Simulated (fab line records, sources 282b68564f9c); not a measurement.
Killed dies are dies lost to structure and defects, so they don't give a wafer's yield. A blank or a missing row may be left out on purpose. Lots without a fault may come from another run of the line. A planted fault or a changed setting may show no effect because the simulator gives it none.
Which tool did it? | flow rit_cmos | 13 lots, 39 wafers sampled, at 3 steps of a route of 202

WHAT THE GAUGES READ, wafer by wafer
RIT_PLDD_OVL_MEAS_06. Usual: PLDD_OVL 0.6 nm, standard deviation 1.7.
lot  | measured    | on         | PLDD_OVL (nm)  | flag
L521 | day 3 07:53 | overlay-01 | 1.1 1.1 -0.3   |
L522 | day 3 14:39 | overlay-01 | 0.5 -0.7 -0.1  |
L523 | day 3 17:19 | overlay-02 | -1.2 -0.6 -1.5 |
L524 | day 4 02:59 | overlay-02 | 1.8 1.2 2.7    |
L525 | day 4 05:42 | overlay-02 | 3.7 3.5 2.8    |
L526 | day 4 08:15 | overlay-02 | 2.7 3.2 1.9    |
L527 | day 4 16:01 | overlay-02 | 0.6 -1.5 -0.6  |
L528 | day 4 22:05 | overlay-02 | 3.2 2.4 3.9    |
L532 | day 5 13:58 | overlay-02 | -2.5 -1.8 -1.1 |
L536 | day 6 14:46 | overlay-01 | -0.1 -0.1 -0.3 |
L538 | day 7 03:09 | overlay-01 | -2.3 -0.7 -1.4 |
L540 | day 7 07:00 | overlay-02 | 1.3 1.4 0.6    |
L541 | day 7 15:01 | overlay-01 | -0.4 0.7 -0.9  |

RIT_M1_CD_MEAS_09: target cd 2600 nm. Usual: cd_nm 2600.1 nm, standard deviation 2.
lot  | measured    | on        | cd_nm (nm)           | flag
L521 | day 3 19:27 | cd_sem-01 | 2602.7 2600.0 2599.3 |
L522 | day 4 01:55 | cd_sem-01 | 2598.7 2595.6 2600.9 |
L523 | day 4 05:02 | cd_sem-01 | 2600.7 2600.6 2600.6 |
L524 | day 4 14:25 | cd_sem-02 | 2601.6 2601.0 2602.6 |
L525 | day 4 17:20 | cd_sem-02 | 2603.3 2604.3 2602.5 |
L526 | day 4 20:16 | cd_sem-02 | 2603.6 2600.7 2600.8 |
L527 | day 5 03:15 | cd_sem-02 | 2600.0 2596.7 2599.3 |
L528 | day 5 09:31 | cd_sem-02 | 2598.0 2598.2 2598.5 |
L532 | day 6 01:10 | cd_sem-02 | 2600.5 2601.0 2601.0 |
L536 | day 7 02:19 | cd_sem-01 | 2600.2 2599.3 2600.3 |
L538 | day 7 14:14 | cd_sem-01 | 2599.9 2601.6 2600.2 |
L540 | day 7 18:17 | cd_sem-01 | 2600.1 2599.1 2601.4 |
L541 | day 8 03:08 | cd_sem-02 | 2603.1 2602.9 2603.2 |

WHICH TOOL RAN EACH LOT (tool, then ch and the chambers of the sampled wafers, then the start)
lot  | RIT_SILICIDE_RTA_06
L521 | rtp_anneal-02 ch 0, day 3 15:33
L522 | rtp_anneal-01 ch 0, day 3 22:06
L523 | rtp_anneal-02 ch 0, day 4 00:54
L524 | rtp_anneal-01 ch 0, day 4 10:42
L525 | rtp_anneal-02 ch 0, day 4 13:19
L526 | rtp_anneal-01 ch 0, day 4 16:20
L527 | rtp_anneal-02 ch 0, day 4 23:33
L528 | rtp_anneal-01 ch 0, day 5 05:35
L532 | rtp_anneal-01 ch 0, day 5 21:23
L536 | rtp_anneal-01 ch 0, day 6 22:29
L538 | rtp_anneal-01 ch 0, day 7 10:28
L540 | rtp_anneal-01 ch 0, day 7 14:39
L541 | rtp_anneal-02 ch 0, day 7 23:17
- RIT_SILICIDE_RTA_06: time 10 s, ramp up 5 s, ramp down 10 s.

WHAT THE TOOLS THEMSELVES READ (means of the sampled wafers that have a number; where no wafer has one, the mark that the record gives instead)
RIT_SILICIDE_RTA_06. Usual: wafer_temp_C_max 754.0, standard deviation 1.2.
lot  | tool          | wafer_temp_C_max | flag
L521 | rtp_anneal-02 | 752.7            |
L522 | rtp_anneal-01 | 754.8            |
L523 | rtp_anneal-02 | 752.8            |
L524 | rtp_anneal-01 | 755.0            |
L525 | rtp_anneal-02 | 753.3            |
L526 | rtp_anneal-01 | 755.0            |
L527 | rtp_anneal-02 | 753.2            |
L528 | rtp_anneal-01 | 755.1            |
L532 | rtp_anneal-01 | 754.5            |
L536 | rtp_anneal-01 | 755.2            |
L538 | rtp_anneal-01 | 756.1            |
L540 | rtp_anneal-01 | 754.9            |
L541 | rtp_anneal-02 | 754.0            |

THE ANSWER, worked out from the rows above alone
Rule: a lot is off if the mean of its wafers that have a number lies more than 3 standard deviations from the usual mean. A lot without any number at a reading at which 4 lots or more have one is off too. The other lots that the step has rows for count as sound. The gauges are gone through in route order, then the tools' own readings, and for those a lot's mean is taken as printed above. The first step at which some lot is off is used, and at that step the reading that is off furthest; a lot without a number counts as furthest.
No lot is off at any reading shown: from this, nothing can be told.

WHAT THE SIMULATOR HAD PUT IN
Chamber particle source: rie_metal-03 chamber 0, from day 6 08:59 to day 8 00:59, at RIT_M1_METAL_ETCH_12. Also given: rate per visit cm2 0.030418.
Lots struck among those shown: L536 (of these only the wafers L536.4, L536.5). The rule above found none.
